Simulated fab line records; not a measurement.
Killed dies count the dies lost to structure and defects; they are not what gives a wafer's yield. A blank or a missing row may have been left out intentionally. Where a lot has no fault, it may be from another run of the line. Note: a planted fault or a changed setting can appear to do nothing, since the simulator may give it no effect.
Which tool was responsible? | flow berkeley-cmos170 | 14 lots, 42 wafers sampled, at 2 steps of a route of 331

== WHAT THE GAUGES READ, wafer by wafer ==
UCB170_PWELL_TW_MEAS_17.
lot  | measured    | on            | PWELL_TW
L964 | day 2 22:02 | film-metro-02 | 473 471 472
L966 | day 3 15:49 | film-metro-04 | 471 471 472
L967 | day 3 17:42 | film-metro-04 | 383 381 383
L970 | day 4 03:28 | film-metro-04 | 378 379 379
L975 | day 5 07:22 | film-metro-02 | 379 379 380
L979 | day 5 21:53 | film-metro-02 | 381 378 380
L978 | day 5 22:01 | film-metro-04 | 378 381 381
L980 | day 6 07:07 | film-metro-04 | 381 379 381
L981 | day 6 10:24 | film-metro-02 | 380 377 380
L982 | day 6 19:34 | film-metro-01 | 370 372 373
L983 | day 7 00:11 | film-metro-01 | 372 371 371
L984 | day 7 00:13 | film-metro-04 | 381 379 380
L985 | day 7 07:10 | film-metro-02 | 380 380 380
L987 | day 7 13:30 | film-metro-04 | 380 380 381

== WHAT TOOL EACH LOT RAN ON (gives the tool, then ch and the chambers of the sampled wafers, and finally the start) ==
lot  | UCB170_PWELL_IMPLANT_15
L964 | implanter-01 ch 0, day 2 21:07
L966 | implanter-04 ch 0, day 3 15:16
L967 | implanter-01 ch 0, day 3 17:29
L970 | implanter-01 ch 0, day 4 03:14
L975 | implanter-01 ch 0, day 5 07:08
L979 | implanter-01 ch 0, day 5 21:39
L978 | implanter-04 ch 0, day 5 21:49
L980 | implanter-04 ch 0, day 6 06:55
L981 | implanter-02 ch 0, day 6 10:11
L982 | implanter-04 ch 0, day 6 19:21
L983 | implanter-02 ch 0, day 6 23:56
L984 | implanter-01 ch 0, day 6 23:59
L985 | implanter-04 ch 0, day 7 06:55
L987 | implanter-02 ch 0, day 7 13:15
- UCB170_PWELL_IMPLANT_15

== AS READ BY THE TOOLS THEMSELVES (means over the sampled wafers that have a number; for cases with no such wafer, the mark the record gives instead) ==
UCB170_PWELL_IMPLANT_15.
lot  | tool         | tilt-deg (degrees)
L964 | implanter-01 | 6.995
L966 | implanter-04 | 6.998
L967 | implanter-01 | 7.011
L970 | implanter-01 | 6.988
L975 | implanter-01 | 7.015
L979 | implanter-01 | 6.961
L978 | implanter-04 | 6.994
L980 | implanter-04 | 6.993
L981 | implanter-02 | 7.003
L982 | implanter-04 | 6.971
L983 | implanter-02 | 6.965
L984 | implanter-01 | 6.985
L985 | implanter-04 | 7.009
L987 | implanter-02 | 6.993

== THE ANSWER, worked out from the rows above alone ==
Rule: the lots themselves supply what counts as usual. The widest of any qualifying gaps counts: lots, ordered by their means at a reading, are off when they make up no more than a third of the lots, leave a main group of 4 or more, and stand apart from it by 3 or more times the standard deviation of that group's means. The tables above print the reading to a certain number of digits; a main group whose means all agree to those digits is not used. A lot without any number at a reading at which 4 lots or more have one is off too. The other lots that the step has rows for count as sound. First the gauges in route order, then the tools' own readings, where a lot's mean is used as printed above. The first step at which some lot is off is used, and at that step the reading that is off furthest; a lot without a number counts as furthest.
Off: L964, L966, at UCB170_PWELL_TW_MEAS_17 (PWELL_TW). Main group: mean 379, sd 3.3.
If a tool, at a process step before that reading, ran all the lots that are off and no sound lot after the first of them, it fits. Those tools and the gauges at UCB170_PWELL_TW_MEAS_17 are tried in the same way. Of those tried, none fits.

== WHAT THE SIMULATOR HAD PUT IN ==
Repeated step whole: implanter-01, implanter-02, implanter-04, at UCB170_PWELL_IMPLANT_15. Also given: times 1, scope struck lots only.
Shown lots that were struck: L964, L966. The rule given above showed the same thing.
